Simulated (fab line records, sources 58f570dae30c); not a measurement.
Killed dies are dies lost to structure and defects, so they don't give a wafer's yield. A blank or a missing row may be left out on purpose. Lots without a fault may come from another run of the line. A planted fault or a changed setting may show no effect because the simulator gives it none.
A struck lot beside a sound one | flow berkeley_cmos170 | 15 steps out of a route of 331
Sound: wafers L252.1, L252.2, L252.4. Struck: wafers L258.1, L258.2, L258.5. The cause comes at the end.
At each step with rows: each side's tool, then ch and its chambers, then its first start. Under that, the readings that differ: sound wafers | struck wafers | difference of the means | sigmas: that difference in standard deviations of wafers without a fault.
alike: readings whose means differ by less than 2 such deviations, and words and numbers that are the same on both sides. not compared: withheld readings, readings that some wafer has no value for, bounds like >300 that may hide the same value, and numbers for which the record gives no deviation and whose values overlap.
The two part at a step that has a row with sigmas, a row that says differs or no value, or rows on one side only. Numbers that don't overlap but have no deviation are shown without sigmas and don't part them. A reading that every wafer of one side lacks parts them only if that side has two wafers or more.

first, 2 steps without rows for these wafers: UCB170_PWELL_ANNEAL_04 (time 900 s); UCB170_PWELL_CVD_05 (deposits Si3N4 from SiH2Cl2/NH3, target thk 220 nm, time 3300 s).
UCB170_PWELL_THK_MEAS_06:
  sound on film_metro-04, day 5 09:13; struck on film_metro-03, day 7 05:05
  alike: PWELL_NITRIDE_THK
then, 6 steps without rows for these wafers: UCB170_PWELL_HMDS_07 (prime time 60 s); UCB170_PWELL_COAT_08 (resist thk 900 nm); UCB170_PWELL_SOFTBAKE_09 (time 60 s); UCB170_PWELL_EXPOSE_10 (exposes mask PWELL, target cd 3000 nm); UCB170_PWELL_PEB_11; UCB170_PWELL_DEVELOP_12 (develop time 45 s).
UCB170_PWELL_OVL_MEAS_13:
  sound on overlay-01, day 5 10:47; struck on overlay-02, day 7 06:17
  alike: PWELL_OVL
UCB170_PWELL_ETCH_14: etches Si3N4 in CH3F/Ar/O2, stops on SiO2, target depth 242 nm, time 151 s.
  sound on rie_diel-02 ch 0,1,3, day 5 10:50; struck on rie_diel-02 ch 0,3, day 7 06:19
  alike: drypump_motor_current_A, oes_product_au, throttle_valve_pct
  not compared: rf_hours_counter_h
then, 1 step without rows for these wafers: UCB170_PWELL_IMPLANT_15.
UCB170_PWELL_STRIP_16: strips in O2.
  sound on plasma_asher-03 ch 0,1, day 5 11:05; struck on plasma_asher-03 ch 0,1, day 7 06:34
  reading                      | sound             | struck            | difference | sigmas
  oes_product_au (a.u.)        | 0.718 0.721 0.720 | 0.796 0.797 0.805 | +0.080     | +18
  overash_fraction             | 0.5 0.5 0.5       | 0.3 0.3 0.3       | -0.2       |
  strip_time_to_endpoint_s (s) | 18.11 18.18 18.16 | 17.87 17.89 17.89 | -0.27      | -4
  alike: drypump_motor_current_A
  not compared: rf_hours_counter_h
UCB170_PWELL_TW_MEAS_17:
  sound on film_metro-03, day 5 11:11; struck on film_metro-03, day 7 06:41
  alike: PWELL_TW
UCB170_M3_PROBE_99:
  the record has rows for the sound wafers here (prober-01, day 10 20:35) and none for the struck ones

WHERE THEY PART
First at UCB170_PWELL_STRIP_16; last, within this record, at UCB170_M3_PROBE_99.

WHY: what the simulator had put in
Process parameter drift: plasma_asher-03, from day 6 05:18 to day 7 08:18, at UCB170_PWELL_STRIP_16. Setting overash_fraction, moved by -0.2, from 0.5. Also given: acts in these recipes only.
